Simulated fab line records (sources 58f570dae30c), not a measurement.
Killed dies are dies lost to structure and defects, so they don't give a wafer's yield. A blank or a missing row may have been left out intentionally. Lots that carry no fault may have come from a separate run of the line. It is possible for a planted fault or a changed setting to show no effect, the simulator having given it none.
fab line records    flow berkeley-cmos170    part 2 of 2: steps 34 to 48 of 48
record: lots: 5  wafers: 15  last-day: 10
route steps=331 shown NWELL@15 PWELL@34 WELLDRIVE@55 ACTIVE@60
lots that met no fault: taken from a fault-free run of the same line
start-h: start of the lot's first displayed wafer, in hours after the record's first day    wait-h: hours since the lot's step before    " same as the row above    L1.1+2: one row covering several wafers at once    - value missing, or start not given    * or withheld: withheld    < > ~ a bound
route shown NAME@n: NAME is a module with steps in the file, n the number in the route of the first one    usual: average and standard deviation across the fault-free wafers    same: alike in all rows    chamber/n: place in a boat    sites: readings site by site    _std_site: standard deviation of those values    _edge_site: outer sites' mean less inner sites'    radius-mm: how far each site lies from the wafer's centre    mask NAME#n: copy n    behind: the tool/chamber that last shaped the wafer    hold: the reason the lot was held/the length of the hold in hours/how it ended    device: the n, p or np transistor that did not switch    end of line: at the end of the route, the tests of the same wafers    a step without rows: its recipe alone    killed: count of dies lost to structure and defects at first sort (not the wafer's yield)    map: the dies of a wafer, with x for killed, . for not killed, _ for no die there
set.NAME: setting as actually run; set.NAME@STEP: the setting as run at that earlier step    model.NAME: the simulator's own value behind a step, which no gauge read
lots at selected steps of the route; one table per step, one row per wafer
services: when a tool's chamber went out of use (start-h, in hours from the record's first day, below 0 if earlier), for how many hours, and the reason
== steps ==
step: UCB170_PWELL_ETCH_14
recipe: chemistry: CH3F/Ar/O2  target: Si3N4  stop-on: SiO2  CH3F_flow_sccm: 20  Ar_flow_sccm: 50  O2_flow_sccm: 7  pressure-mtorr: 50  rf-w: 450  target-depth-a: 2420  over-etch-frac: 0.1028  time-s: 151
usual: CH3F_flow_sccm: 20.00/0.06  drypump-motor-current-A: 6.0/0.45  oes-product-au: 0.953/0.012  throttle-valve-pct: 8.14/0.15
lot.wafer  tool         chamber  start-h  wait-h  CH3F_flow_sccm  drypump-motor-current-A  oes-product-au  rf-hours-counter-h  throttle-valve-pct
L076.2     rie-diel-02  0        56.94    0.0     20.10           5.8                      0.938           122                 8.18
L076.4     "            3        "        "       19.99           6.5                      0.944           78                  8.05
L076.6     "            2        "        "       20.03           6.0                      0.967           -                   8.33
L083.4     rie-diel-02  1        97.74    0.0     19.95           6.4                      0.977           52                  8.00
L083.5     "            2        "        "       19.91           6.1                      0.959           -                   8.34
L083.6     "            1        "        "       19.94           6.4                      0.973           -                   8.01
L082.1     rie-diel-03  0        97.85    0.0     19.95           6.2                      0.964           146                 8.19
L082.2     "            2        "        "       20.08           6.6                      0.946           62                  8.25
L082.6     "            3        "        "       20.00           6.1                      0.954           -                   7.79
L087.1     rie-diel-04  2        118.50   0.0     19.97           6.6                      0.947           124                 8.15
L087.2     "            1        "        "       19.91           5.6                      0.942           39                  8.07
L087.4     "            0        "        "       19.91           5.6                      0.962           15                  8.17
L089.2     rie-diel-03  1        124.80   0.0     20.15           5.2                      0.955           14                  8.30
L089.4     "            3        "        "       19.96           6.1                      0.952           110                 7.80
L089.6     "            2        "        "       20.05           6.6                      0.955           -                   8.24
step: UCB170_PWELL_IMPLANT_15
recipe: species: B  dose-cm2: 5e+12  energy-kev: 60  tilt-deg: 7
lot.wafer   tool          chamber  start-h  wait-h
L076.2+4+6  implanter-02  0        57.07    0.1
L083.4+5+6  implanter-01  0        97.91    0.1
L082.1+2+6  implanter-02  0        97.95    0.1
L087.1+2+4  implanter-01  0        118.60   0.1
L089.2+4+6  implanter-02  0        124.93   0.1
step: UCB170_PWELL_STRIP_16
recipe: chemistry: O2  power-w: 400  pressure-mtorr: 3500  platen-temp-c: withheld  o2-flow-sccm: 400  overash-fraction: 0.5
usual: drypump-motor-current-A: 5.6/0.48  oes-product-au: 0.721/0.004  strip-time-to-endpoint-s: 18.08/0.079
lot.wafer  tool             chamber  start-h  wait-h  drypump-motor-current-A  oes-product-au  rf-hours-counter-h  strip-time-to-endpoint-s
L076.2     plasma-asher-03  0        57.19    0.1     6.1                      0.723           22                  18.07
L076.4     "                1        "        "       5.6                      0.722           -                   18.10
L076.6     "                0        "        "       6.1                      0.727           -                   18.04
L083.4     plasma-asher-01  0        98.02    0.1     5.7                      0.721           -                   18.04
L083.5     "                0        "        "       5.7                      0.723           -                   18.07
L083.6     "                1        "        "       6.1                      0.727           -                   18.13
L082.1     plasma-asher-03  1        98.10    0.1     5.6                      0.722           28                  18.06
L082.2     "                0        "        "       6.1                      0.715           28                  17.97
L082.6     "                0        "        "       6.1                      0.726           -                   18.08
L087.1     plasma-asher-03  0        118.75   0.1     6.1                      0.718           31                  18.01
L087.2     "                1        "        "       5.7                      0.722           31                  18.12
L087.4     "                0        "        "       6.1                      0.716           -                   17.95
L089.2     plasma-asher-01  0        125.05   0.1     5.7                      0.720           41                  18.08
L089.4     "                0        "        "       5.7                      0.715           -                   18.01
L089.6     "                0        "        "       5.7                      0.712           -                   18.02
step: UCB170_PWELL_TW_MEAS_17
usual: PWELL_TW: 378/3.6
lot.wafer  tool           chamber  start-h  wait-h  PWELL_TW
L076.2     film-metro-03  -        57.30    0.1     382
L076.4     "              -        "        "       383
L076.6     "              -        "        "       380
L083.4     film-metro-03  -        98.12    0.1     380
L083.5     "              -        "        "       381
L083.6     "              -        "        "       382
L082.1     film-metro-04  -        98.20    0.1     379
L082.2     "              -        "        "       377
L082.6     "              -        "        "       378
L087.1     film-metro-03  -        118.85   0.1     380
L087.2     "              -        "        "       379
L087.4     "              -        "        "       381
L089.2     film-metro-01  -        125.16   0.1     371
L089.4     "              -        "        "       371
L089.6     "              -        "        "       369
step: UCB170_PWELL_CLEAN_18
recipe: chemistry: SPM  temp-c: 120  time-s: 600
lot.wafer   tool          chamber  start-h  wait-h
L076.2+4+6  wet-bench-02  1        57.39    0.1
L083.4+5+6  wet-bench-02  0        98.18    0.1
L082.1+2+6  wet-bench-03  3        98.27    0.1
L087.1+2+4  wet-bench-04  2        118.91   0.1
L089.2+4+6  wet-bench-02  0        128.31   3.1
step: UCB170_PWELL_WET_ETCH_19
recipe: chemistry: H3PO4  target: Si3N4  temp-c: 160  time-s: 14400
lot.wafer   tool          chamber  start-h  wait-h
L076.2+4+6  wet-bench-03  3        57.58    0.0
L083.4+5+6  wet-bench-03  3        98.46    0.1
L082.1+2+6  wet-bench-02  0        98.53    0.1
L087.1+2+4  wet-bench-02  0        119.08   0.0
L089.2+4+6  wet-bench-02  3        128.90   0.4
step: UCB170_PWELL_WET_ETCH_20
recipe: chemistry: BOE  dilution: 5:1  target: SiO2  temp-c: 25  time-s: 22
lot.wafer   tool          chamber  start-h  wait-h
L076.2+4+6  wet-bench-04  1        61.59    0.0
L082.1+2+6  wet-bench-03  0        102.84   0.3
L083.4+5+6  wet-bench-03  1        102.89   0.1
L087.1+2+4  wet-bench-04  2        123.41   0.3
L089.2+4+6  wet-bench-04  3        134.58   1.3
step: UCB170_WELLDRIVE_CLEAN_00
recipe: chemistry: SPM  temp-c: 120  time-s: 600
lot.wafer   tool          chamber  start-h  wait-h
L076.2+4+6  wet-bench-03  1        61.61    0.0
L082.1+2+6  wet-bench-03  3        102.91   0.1
L083.4+5+6  wet-bench-02  1        103.13   0.2
L087.1+2+4  wet-bench-02  3        123.44   0.0
L089.2+4+6  wet-bench-04  2        134.85   0.3
step: UCB170_WELLDRIVE_OXIDATION_01
recipe: temp-c: 1100  ambient: O2  target-thk-a: 1990  ox-time-s: 9000
lot.wafer   tool        chamber  start-h  wait-h
L076.2+4+6  furnace-04  0        62.50    0.7
L082.1+2+6  furnace-04  0        104.33   1.2
L083.4+5+6  furnace-04  0        104.33   1.0
L087.1+2+4  furnace-04  0        124.00   0.4
L089.2+4+6  furnace-04  0        136.44   1.4
step: UCB170_WELLDRIVE_THK_MEAS_02
recipe: reads: SiO2_of_WELLDRIVE_OXIDATION_01
usual: WELLDRIVE_OXIDE_THK: 200/4.4
lot.wafer  tool           chamber  start-h  wait-h  WELLDRIVE_OXIDE_THK[nm]
L076.2     film-metro-03  -        66.01    0.0     205
L076.4     "              -        "        "       203
L076.6     "              -        "        "       201
L082.1     film-metro-04  -        107.83   0.0     208
L082.2     "              -        "        "       206
L082.6     "              -        "        "       205
L083.4     film-metro-03  -        107.86   0.0     200
L083.5     "              -        "        "       200
L083.6     "              -        "        "       200
L087.1     film-metro-04  -        127.50   0.0     202
L087.2     "              -        "        "       207
L087.4     "              -        "        "       205
L089.2     film-metro-04  -        139.95   0.0     199
L089.4     "              -        "        "       201
L089.6     "              -        "        "       200
step: UCB170_WELLDRIVE_ANNEAL_03
recipe: temp-c: 1100  time-s: 900  ambient: N2
lot.wafer   tool        chamber  start-h  wait-h
L076.2+4+6  furnace-04  0        68.68    2.7
L082.1+2+6  furnace-04  0        112.62   4.8
L083.4+5+6  furnace-04  0        112.62   4.7
L087.1+2+4  furnace-02  0        129.07   1.6
L089.2+4+6  furnace-02  0        143.92   4.0
step: UCB170_WELLDRIVE_WET_ETCH_04
recipe: chemistry: BOE  dilution: 5:1  target: SiO2  temp-c: 25  time-s: 120
lot.wafer   tool          chamber  start-h  wait-h
L076.2+4+6  wet-bench-02  3        71.45    1.5
L082.1+2+6  wet-bench-03  2        113.87   0.0
L083.4+5+6  wet-bench-03  2        113.87   0.0
L087.1+2+4  wet-bench-04  2        130.53   0.2
L089.2+4+6  wet-bench-03  3        145.30   0.1
step: UCB170_ACTIVE_CLEAN_00
recipe: chemistry: SPM  temp-c: 120  time-s: 600
lot.wafer   tool          chamber  start-h  wait-h
L076.2+4+6  wet-bench-02  2        71.57    0.1
L082.1+2+6  wet-bench-02  0        113.91   0.0
L083.4+5+6  wet-bench-02  0        113.91   0.0
L087.1+2+4  wet-bench-03  0        132.33   1.8
L089.2+4+6  wet-bench-03  1        145.35   0.0
step: UCB170_ACTIVE_CLEAN_01
recipe: chemistry: dHF  dilution: 25:1  time-s: 60
lot.wafer   tool          chamber  start-h  wait-h
L076.2+4+6  wet-bench-02  1        72.16    0.4
L082.1+2+6  wet-bench-03  3        114.09   0.0
L083.4+5+6  wet-bench-03  1        114.09   0.0
L087.1+2+4  wet-bench-03  2        132.92   0.4
L089.2+4+6  wet-bench-03  1        145.54   0.0
step: UCB170_ACTIVE_OXIDATION_02
recipe: temp-c: 1000  ambient: O2  target-thk-a: 264  ox-time-s: 1260
lot.wafer   tool        chamber  start-h  wait-h
L076.2+4+6  furnace-03  0        75.70    3.5
L082.1+2+6  furnace-01  0        116.53   2.4
L083.4+5+6  furnace-01  0        116.53   2.4
L087.1+2+4  furnace-04  0        135.09   2.1
L089.2+4+6  furnace-04  0        149.27   3.7
== services ==
tool             chamber  start-h  hours  kind
lpcvd-01         -        7.66     10.4   repair
furnace-02       -        8.04     3.6    pm
krf-scanner-01   -        32.44    3.6    pm
implanter-01     -        41.21    6.5    repair
lpcvd-01         -        42.03    0.8    repair
implanter-02     -        42.91    1.1    repair
rie-diel-03      -        47.28    1.8    repair
krf-scanner-02   -        50.37    1.3    pm
krf-scanner-02   -        61.71    0.5    repair
krf-scanner-01   -        66.42    4.4    pm
furnace-02       -        67.20    3.7    pm
plasma-asher-03  -        69.81    0.7    repair
krf-scanner-02   -        85.89    1.0    pm
krf-scanner-01   -        90.48    0.8    pm
krf-scanner-02   -        93.69    5.6    repair
krf-scanner-02   -        94.47    2.7    repair
furnace-02       -        104.08   4.4    pm
furnace-04       -        107.83   3.5    pm
krf-scanner-01   -        114.82   1.0    pm
krf-scanner-01   -        119.88   36.0   pm
rie-diel-03      2        127.06   6.4    repair
implanter-02     -        133.83   4.3    pm
rie-diel-03      3        138.22   5.9    repair
rie-diel-03      2        149.25   5.5    repair
